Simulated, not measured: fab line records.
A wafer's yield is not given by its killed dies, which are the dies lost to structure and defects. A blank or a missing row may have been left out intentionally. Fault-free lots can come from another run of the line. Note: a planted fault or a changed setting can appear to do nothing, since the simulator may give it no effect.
Struck lot and sound lot, side by side    flow berkeley-cmos170    15 steps out of a route of 331
Sound: these wafers, L310.1, L310.2, L310.3. Wafers struck: L315.1, L315.4, L315.5. The cause is given at the end.
Per side, at each step with rows, come the tool, then ch with its chambers, and then its first start. Under that, the readings that differ: sound wafers    struck wafers    difference of the means    sigmas: that difference in standard deviations of wafers without a fault.
alike: readings with means less than 2 such deviations apart, plus words and numbers identical on both sides. not compared: withheld readings, readings lacking a value on some wafer, bounds such as >300 that could conceal the same value, and numbers that have no deviation in the record and whose values overlap.
A row with sigmas, a row that says differs or no value, or rows on one side alone: a step with any of these is where the two part. Numbers that don't overlap but have no deviation are shown without sigmas and don't part them. A reading missing from all wafers of one side parts the sides only when that side holds two or more wafers.

UCB170_SPACER_CVD_00: deposits SiO2 from TEOS/O2, target thk 376 nm, time 47 s.
  sound on pecvd-03 ch 0,1,2, day 8 21:59; struck on pecvd-04 ch 0, day 10 01:47
reading                 sound           struck          difference  sigmas
pressure-mtorr (mTorr)  9008 9000 9007  8963 8942 8973  -46         -3
  alike: heater-power-w
UCB170_SPACER_THK_MEAS_01:
  sound: film-metro-03 at day 8 22:01; struck: film-metro-03 at day 10 01:50
  alike: SPACER_TEOS_THK
then, 1 step without rows for these wafers: UCB170_SPACER_ANNEAL_02 (time 1800 s).
UCB170_SPACER_ETCHBACK_03: etches SiO2 in CHF3/CF4/Ar, stops on Si, target depth 376 nm, time 100 s.
  sound on rie-diel-01 ch 0,1,3, day 9 03:20; struck on rie-diel-03 ch 1,3, day 10 05:43
  alike: chamber-pressure-mTorr, drypump-motor-current-A, oes-product-au, throttle-valve-pct
  not compared: rf-hours-counter-h
then, 6 steps without rows for these wafers: UCB170_PSD_HMDS_00 (prime time 60 s); UCB170_PSD_COAT_01 (resist thk 900 nm); UCB170_PSD_SOFTBAKE_02 (time 60 s); UCB170_PSD_EXPOSE_03 (exposes mask PSELECT MOD, target cd 1200 nm); UCB170_PSD_PEB_04; UCB170_PSD_DEVELOP_05 (develop time 45 s).
UCB170_PSD_CD_MEAS_06 targets a cd of 1200 nm.
  sound: cd-sem-02 at day 9 04:57; struck: cd-sem-01 at day 10 07:34
  alike: cd-nm
UCB170_PSD_OVL_MEAS_07:
  sound: overlay-01 at day 9 05:04; struck: overlay-02 at day 10 07:41
  alike: PSD_OVL
UCB170_PSD_IMPLANT_08:
  sound on implanter-03 ch 0, day 9 05:07; struck on implanter-03 ch 0, day 10 07:44
reading                    sound                 struck                difference  sigmas
beam-energy-keV            19.997 19.998 19.993  20.212 20.214 20.213  +0.217      +31
model.implant.drp-nm (nm)  28.34 28.34 28.34     28.57 28.57 28.57     +0.23       
UCB170_PSD_STRIP_09: strips in O2.
  sound on plasma-asher-03 ch 0,1, day 9 05:16; struck on plasma-asher-03 ch 0,1, day 10 07:53
  alike: chamber-pressure-mTorr, drypump-motor-current-A, oes-product-au, strip-time-to-endpoint-s
  not compared: rf-hours-counter-h
UCB170_M3_PROBE_99:
  sound: prober-01 at day 10 06:34; struck: prober-02 at day 11 12:34
reading                               sound              struck             difference  sigmas
model.etest.npoly-line.width-nm (nm)  321.5 323.1 322.8  317.5 320.1 318.7  -3.7        
model.etest.ppoly-line.width-nm (nm)  321.6 319.8 325.3  318.1 317.4 319    -4.1        

WHERE THEY PART
Last at UCB170_PSD_IMPLANT_08 as far as this record goes, first at UCB170_SPACER_CVD_00. Later steps at which nothing parts them and some readings are alike: UCB170_PSD_STRIP_09.

WHY: what the simulator had put in
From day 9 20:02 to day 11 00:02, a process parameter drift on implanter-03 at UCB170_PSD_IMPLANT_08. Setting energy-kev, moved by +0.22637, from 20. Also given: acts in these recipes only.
